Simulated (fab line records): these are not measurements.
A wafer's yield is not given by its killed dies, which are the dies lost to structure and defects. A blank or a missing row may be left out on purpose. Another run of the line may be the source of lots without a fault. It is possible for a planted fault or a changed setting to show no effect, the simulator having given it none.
fab line records ; flow rit-cmos ; part 2 of 2: steps 28 to 38 of 38
record: lots: 5; wafers: 15; last-day: 7
route steps=202 shown PSD@157 NSD@158 PLDD@159 NLDD@160 SILICIDE@161 CONTACT@168 M1@184
lots untouched by any fault: they come from a run of this same line in which no faults occurred
start-h: hours from the record's opening day to when the first of the lot's shown wafers began ; wait-h: time in hours since the lot's previous step ; " repeats the value in the row above ; L1.1+2: a single row standing in for several wafers ; - no value, or no start was given ; * or withheld: withheld ; < > ~ a bound
route shown NAME@n: NAME is a module with steps in the file, n the number in the route of the first one ; usual: the fault-free wafers' mean and standard deviation ; same: alike in all rows ; chamber/n: place in a boat ; sites: each site's reading ; _std_site: their standard deviation ; _edge_site: the outer-site mean with the inner-site mean subtracted ; radius-mm: for every site, how far away it sits from the centre of the wafer ; mask NAME#n: copy n ; behind: the tool/chamber that last shaped the wafer ; hold: why the lot went on hold/how many hours it stayed there/how the hold came to an end ; device: which transistor (n, p or np) failed to switch ; end of line: the tests these same wafers got at the end of their route ; a step given without rows: its recipe and nothing more ; killed: at the first sort, the dies lost to defects and structure; wafer yield is something else ; map: a wafer's dies, marking killed ones x, the rest . and places with no die _
set.NAME: the run value of the setting; set.NAME@STEP: its run value at that earlier step ; model.NAME: the simulator's own value behind a step, which no gauge read
a table for each step, a row for each wafer; lots at some steps of the route
services: when a tool's chamber went out of use (start-h, in hours from the record's first day, below 0 if earlier), for how many hours, and the reason
== steps ==
step: RIT_M1_SPUTTER_00
recipe: material: Al; target-thk-nm: 400; power-w: 2000; chamber-pressure-pa: 0.4; gas: Ar; time-s: 500; substrate-temp-c: 25
usual: throttle-valve-pct: 29.8/0.9
lot.wafer;tool;chamber;start-h;wait-h;throttle-valve-pct
L082.1;pvd-sputter-04;-;106.36;0.0;30.5
L082.3;pvd-sputter-04;-;106.36;0.0;31.0
L082.6;pvd-sputter-04;-;106.36;0.0;29.2
L088.1;pvd-sputter-04;-;148.57;0.0;30.7
L088.2;pvd-sputter-04;-;148.57;0.0;29.0
L088.5;pvd-sputter-04;-;148.57;0.0;29.7
L090.2;pvd-sputter-01;-;161.93;0.0;31.6
L090.4;pvd-sputter-01;-;161.93;0.0;28.9
L090.5;pvd-sputter-01;-;161.93;0.0;28.6
L093.1;pvd-sputter-04;-;173.44;0.0;30.6
L093.3;pvd-sputter-04;-;173.44;0.0;29.6
L093.6;pvd-sputter-04;-;173.44;0.0;29.1
L095.1;pvd-sputter-03;-;173.62;0.0;28.9
L095.5;pvd-sputter-03;-;173.62;0.0;30.1
L095.6;pvd-sputter-03;-;173.62;0.0;30.3
step: RIT_M1_RS_MEAS_01
recipe: thk-meas-gauge: four-point-probe; reads: Al_of_M1_SPUTTER_00
usual: M1_AL_RS: 0.0734/0.00087
lot.wafer;tool;chamber;start-h;wait-h;M1_AL_RS[ohm/sq]
L082.1;film-metro-02;-;106.65;0.1;0.0736
L082.3;film-metro-02;-;106.65;0.1;0.0740
L082.6;film-metro-02;-;106.65;0.1;0.0749
L088.1;film-metro-04;-;148.87;0.1;0.0742
L088.2;film-metro-04;-;148.87;0.1;0.0754
L088.5;film-metro-04;-;148.87;0.1;0.0740
L090.2;film-metro-02;-;162.24;0.2;0.0739
L090.4;film-metro-02;-;162.24;0.2;0.0735
L090.5;film-metro-02;-;162.24;0.2;0.0727
L093.1;film-metro-04;-;173.73;0.1;0.0730
L093.3;film-metro-04;-;173.73;0.1;0.0728
L093.6;film-metro-04;-;173.73;0.1;0.0728
L095.1;film-metro-02;-;173.92;0.1;0.0748
L095.5;film-metro-02;-;173.92;0.1;0.0736
L095.6;film-metro-02;-;173.92;0.1;0.0743
step: RIT_M1_THK_MEAS_02
recipe: thk-meas-gauge: xrf; reads: Al_of_M1_SPUTTER_00
usual: M1_AL_THK: 392/4.8
lot.wafer;tool;chamber;start-h;wait-h;M1_AL_THK[nm]
L082.1;film-metro-02;-;106.77;0.1;391
L082.3;film-metro-02;-;106.77;0.1;389
L082.6;film-metro-02;-;106.77;0.1;388
L088.1;film-metro-04;-;148.99;0.1;389
L088.2;film-metro-04;-;148.99;0.1;382
L088.5;film-metro-04;-;148.99;0.1;389
L090.2;film-metro-02;-;162.35;0.1;388
L090.4;film-metro-02;-;162.35;0.1;393
L090.5;film-metro-02;-;162.35;0.1;396
L093.1;film-metro-04;-;173.85;0.1;392
L093.3;film-metro-04;-;173.85;0.1;394
L093.6;film-metro-04;-;173.85;0.1;392
L095.1;film-metro-02;-;174.04;0.1;386
L095.5;film-metro-02;-;174.04;0.1;394
L095.6;film-metro-02;-;174.04;0.1;389
step: RIT_M1_HMDS_03
recipe: prime-time-s: 60; prime-temp-c: 140
usual: chill-plate-temp-C: 23.00/0.11
lot.wafer;tool;chamber;start-h;wait-h;chill-plate-temp-C
L082.1;litho-track-03;0;106.83;0.1;22.96
L082.3;litho-track-03;0;106.83;0.1;23.08
L082.6;litho-track-03;0;106.83;0.1;23.17
L088.1;litho-track-04;0;149.05;0.1;23.10
L088.2;litho-track-04;0;149.05;0.1;23.11
L088.5;litho-track-04;0;149.05;0.1;23.07
L090.2;litho-track-03;0;162.43;0.1;23.08
L090.4;litho-track-03;0;162.43;0.1;22.86
L090.5;litho-track-03;0;162.43;0.1;23.08
L093.1;litho-track-04;0;173.91;0.1;23.03
L093.3;litho-track-04;0;173.91;0.1;22.92
L093.6;litho-track-04;0;173.91;0.1;22.71
L095.1;litho-track-02;0;174.17;0.1;23.04
L095.5;litho-track-02;0;174.17;0.1;23.04
L095.6;litho-track-02;0;174.17;0.1;22.93
step: RIT_M1_COAT_04
recipe: resist: NOVOLAK; spin-rpm: 2000; resist-thk-nm: 1300
usual: chill-plate-temp-C: 22.99/0.11
lot.wafer;tool;chamber;start-h;wait-h;chill-plate-temp-C
L082.1;litho-track-03;0;106.98;0.1;23.06
L082.3;litho-track-03;0;106.98;0.1;22.97
L082.6;litho-track-03;0;106.98;0.1;22.84
L088.1;litho-track-04;0;149.20;0.1;23.05
L088.2;litho-track-04;0;149.20;0.1;23.08
L088.5;litho-track-04;0;149.20;0.1;23.09
L090.2;litho-track-03;0;162.58;0.1;23.03
L090.4;litho-track-03;0;162.58;0.1;23.18
L090.5;litho-track-03;0;162.58;0.1;23.17
L093.1;litho-track-04;0;174.06;0.1;22.82
L093.3;litho-track-04;0;174.06;0.1;22.74
L093.6;litho-track-04;0;174.06;0.1;22.99
L095.1;litho-track-02;0;174.32;0.1;23.09
L095.5;litho-track-02;0;174.32;0.1;22.92
L095.6;litho-track-02;0;174.32;0.1;23.10
step: RIT_M1_SOFTBAKE_05
recipe: resist: NOVOLAK; temp-c: 90; time-s: 60
usual: chill-plate-temp-C: 23.02/0.1
lot.wafer;tool;chamber;start-h;wait-h;chill-plate-temp-C
L082.1;litho-track-03;0;107.13;0.1;22.97
L082.3;litho-track-03;0;107.13;0.1;23.00
L082.6;litho-track-03;0;107.13;0.1;22.86
L088.1;litho-track-04;0;149.35;0.1;23.05
L088.2;litho-track-04;0;149.35;0.1;22.90
L088.5;litho-track-04;0;149.35;0.1;22.88
L090.2;litho-track-03;0;162.73;0.1;23.23
L090.4;litho-track-03;0;162.73;0.1;23.27
L090.5;litho-track-03;0;162.73;0.1;23.17
L093.1;litho-track-04;0;174.21;0.1;23.01
L093.3;litho-track-04;0;174.21;0.1;23.01
L093.6;litho-track-04;0;174.21;0.1;23.23
L095.1;litho-track-02;0;174.47;0.1;23.07
L095.5;litho-track-02;0;174.47;0.1;23.03
L095.6;litho-track-02;0;174.47;0.1;23.09
step: RIT_M1_EXPOSE_06
recipe: mask-id: M12; na: 0.6; source-shape: conventional; sigma-outer: 0.5; target-cd-nm: 2600; dose-mj: 250
lot.wafer;tool;chamber;start-h;wait-h;mask
L082.1+3+6;iline-stepper-01;0;107.41;0.3;M12#0
L088.1+2+5;iline-stepper-01;0;149.62;0.2;M12#0
L090.2+4+5;iline-stepper-02;0;162.99;0.2;M12#0
L093.1+3+6;iline-stepper-01;0;174.36;0.1;M12#0
L095.1+5+6;iline-stepper-01;0;174.62;0.1;M12#0
step: RIT_M1_PEB_07
recipe: resist: NOVOLAK; temp-c: withheld; time-s: withheld
usual: chill-plate-temp-C: *
lot.wafer;tool;chamber;start-h;wait-h;chill-plate-temp-C
L082.1;litho-track-02;0;107.53;0.1;*
L082.3;litho-track-02;0;107.53;0.1;*
L082.6;litho-track-02;0;107.53;0.1;*
L088.1;litho-track-03;0;149.74;0.1;*
L088.2;litho-track-03;0;149.74;0.1;*
L088.5;litho-track-03;0;149.74;0.1;*
L090.2;litho-track-03;0;163.48;0.5;*
L090.4;litho-track-03;0;163.48;0.5;*
L090.5;litho-track-03;0;163.48;0.5;*
L093.1;litho-track-04;0;174.48;0.1;*
L093.3;litho-track-04;0;174.48;0.1;*
L093.6;litho-track-04;0;174.48;0.1;*
L095.1;litho-track-02;0;174.73;0.1;*
L095.5;litho-track-02;0;174.73;0.1;*
L095.6;litho-track-02;0;174.73;0.1;*
step: RIT_M1_DEVELOP_08
recipe: resist: NOVOLAK; develop-time-s: 68; dev-temp-c: 23
usual: chill-plate-temp-C: 23.00/0.11
lot.wafer;tool;chamber;start-h;wait-h;chill-plate-temp-C
L082.1;litho-track-02;0;-;-;22.89
L082.3;litho-track-02;0;-;-;23.06
L082.6;litho-track-02;0;-;-;23.00
L088.1;litho-track-03;0;-;-;22.81
L088.2;litho-track-03;0;-;-;22.92
L088.5;litho-track-03;0;-;-;22.92
L090.2;litho-track-03;0;-;-;23.01
L090.4;litho-track-03;0;-;-;23.00
L090.5;litho-track-03;0;-;-;23.05
L093.1;litho-track-04;0;-;-;23.00
L093.3;litho-track-04;0;-;-;23.00
L093.6;litho-track-04;0;-;-;23.06
L095.1;litho-track-02;0;-;-;22.94
L095.5;litho-track-02;0;-;-;23.30
L095.6;litho-track-02;0;-;-;22.98
step: RIT_M1_CD_MEAS_09
recipe: target-cd-nm: 2600
usual: cd-nm: 2600.0/2.5
lot.wafer;tool;chamber;start-h;wait-h;cd-nm
L082.1;cd-sem-02;-;107.84;-;2600.1
L082.3;cd-sem-02;-;107.84;-;2597.2
L082.6;cd-sem-02;-;107.84;-;2598.8
L088.1;cd-sem-01;-;150.05;-;2601.4
L088.2;cd-sem-01;-;150.05;-;2601.9
L088.5;cd-sem-01;-;150.05;-;2601.8
L090.2;cd-sem-01;-;163.78;-;2597.8
L090.4;cd-sem-01;-;163.78;-;2597.2
L090.5;cd-sem-01;-;163.78;-;2598.9
L093.1;cd-sem-01;-;174.79;-;2600.4
L093.3;cd-sem-01;-;174.79;-;2600.1
L093.6;cd-sem-01;-;174.79;-;2599.6
L095.1;cd-sem-02;-;175.05;-;2601.5
L095.5;cd-sem-02;-;175.05;-;2601.9
L095.6;cd-sem-02;-;175.05;-;2602.0
step: RIT_M1_OVL_MEAS_10
usual: M1_OVL: 0.0/1.1
lot.wafer;tool;chamber;start-h;wait-h;M1_OVL[nm]
L082.1;overlay-01;-;107.96;0.1;0.0
L082.3;overlay-01;-;107.96;0.1;1.3
L082.6;overlay-01;-;107.96;0.1;0.7
L088.1;overlay-02;-;150.17;0.1;-2.2
L088.2;overlay-02;-;150.17;0.1;0.8
L088.5;overlay-02;-;150.17;0.1;-2.6
L090.2;overlay-02;-;163.89;0.1;-0.7
L090.4;overlay-02;-;163.89;0.1;-0.3
L090.5;overlay-02;-;163.89;0.1;-2.3
L093.1;overlay-02;-;174.91;0.1;-0.7
L093.3;overlay-02;-;174.91;0.1;1.6
L093.6;overlay-02;-;174.91;0.1;-0.8
L095.1;overlay-02;-;175.17;0.1;1.3
L095.5;overlay-02;-;175.17;0.1;0.5
L095.6;overlay-02;-;175.17;0.1;-1.1
== services ==
tool;chamber;start-h;hours;kind
rie-diel-03;-;86.39;1.6;repair
rie-diel-03;3;89.75;6.1;repair
rie-diel-03;-;91.46;0.5;repair
iline-stepper-01;-;91.69;4.4;pm
rie-diel-04;-;91.95;0.8;repair
pvd-sputter-03;-;92.52;4.0;repair
rie-diel-03;1;99.35;-;clean
rie-diel-03;1;99.35;19.9;scheduled-down
rie-diel-03;1;99.35;19.9;vent-cycle
iline-stepper-01;0;108.17;-;calibration
plasma-asher-03;-;108.75;9.0;pm
plasma-asher-03;0;108.75;9.0;vent-cycle
plasma-asher-04;-;125.04;1.7;repair
rie-diel-01;-;129.44;4.3;pm
pvd-sputter-04;-;131.29;7.4;repair
plasma-asher-01;-;132.82;4.3;pm
pvd-sputter-03;-;134.70;8.4;repair
iline-stepper-02;-;137.13;2.0;repair
rie-diel-01;0;137.90;23.8;repair
pecvd-01;0;143.69;15.9;repair
pecvd-04;0;144.91;11.5;repair
pvd-sputter-04;-;164.57;4.8;repair
iline-stepper-02;-;164.68;11.7;repair
rie-diel-01;3;165.38;-;clean
